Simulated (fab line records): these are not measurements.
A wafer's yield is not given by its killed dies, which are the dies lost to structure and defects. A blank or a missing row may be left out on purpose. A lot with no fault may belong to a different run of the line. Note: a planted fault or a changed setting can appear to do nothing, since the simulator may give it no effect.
Which tool did it? | flow rit cmos | 42 wafers sampled from 14 lots at 1 step of a route of 202

== WHAT EACH GAUGE READ, for each wafer ==
The record lacks any reading of a measuring or inspecting step that a usual standard deviation could be used to judge.

== WHAT TOOL EACH LOT RAN ON (gives the tool, then ch and the chambers of the sampled wafers, and finally the start) ==
lot  | RIT_ACTIVE_CLEAN_15
L431 | wet bench-03 ch 2, day 1 16:21
L432 | wet bench-03 ch 0, day 1 23:23
L433 | wet bench-02 ch 0, day 2 04:41
L435 | wet bench-02 ch 1, day 2 13:59
L436 | wet bench-02 ch 0, day 2 17:40
L438 | wet bench-02 ch 0, day 3 04:46
L440 | wet bench-02 ch 1, day 3 15:29
L441 | wet bench-01 ch 0, day 3 17:25
L446 | wet bench-02 ch 1, day 4 18:08
L447 | wet bench-03 ch 0, day 4 23:17
L450 | wet bench-03 ch 0, day 5 15:13
L451 | wet bench-02 ch 0, day 5 22:34
L453 | wet bench-02 ch 2, day 6 05:52
L454 | wet bench-01 ch 0, day 6 11:22
- RIT_ACTIVE_CLEAN_15: cleans in SC1, time 600 s.

== AS READ BY THE TOOLS THEMSELVES (means over the sampled wafers that have a number; for cases with no such wafer, the mark the record gives instead) ==
RIT_ACTIVE_CLEAN_15.
lot  | tool         | bath guard temp C (C) | bath heat duty pct (%)
L431 | wet bench-03 | 74.8                  | 14.2
L432 | wet bench-03 | 74.5                  | 16.3
L433 | wet bench-02 | 75.3                  | 13.7
L435 | wet bench-02 | -                     | -
L436 | wet bench-02 | -                     | -
L438 | wet bench-02 | 75.4                  | 13.8
L440 | wet bench-02 | 74.3                  | 17.1
L441 | wet bench-01 | 74.9                  | 14.8
L446 | wet bench-02 | 74.1                  | 17.0
L447 | wet bench-03 | 74.6                  | 15.6
L450 | wet bench-03 | 74.8                  | 16.3
L451 | wet bench-02 | 75.3                  | 13.1
L453 | wet bench-02 | 75.0                  | 15.3
L454 | wet bench-01 | 74.9                  | 14.0

== THE ANSWER, worked out from the rows above alone ==
Rule: usual is defined by the lots themselves. The widest of any qualifying gaps counts: lots, ordered by their means at a reading, are off when they make up no more than a third of the lots, leave a main group of 4 or more, and stand apart from it by 3 or more times the standard deviation of that group's means. If all means in a main group match to the digits the tables above print for the reading, that group is not used. Also off: a lot with no number at a reading for which 4 or more lots have one. The other lots that the step has rows for count as sound. The gauges are gone through in route order, then the tools' own readings, and for those a lot's mean is taken as printed above. At the first step where some lot is off, the reading lying furthest off is the one used; lots without a number count as furthest.
Off: L435, L436, at RIT_ACTIVE_CLEAN_15 (bath guard temp C). Without a number there: L435, L436. For the main group the mean is 74.8 C and the standard deviation 0.39.
A tool fits if, at that step or a process step before it, it ran every lot that is off, and no sound lot after the first of them. None of those tried fits.

== WHAT THE SIMULATOR HAD PUT IN ==
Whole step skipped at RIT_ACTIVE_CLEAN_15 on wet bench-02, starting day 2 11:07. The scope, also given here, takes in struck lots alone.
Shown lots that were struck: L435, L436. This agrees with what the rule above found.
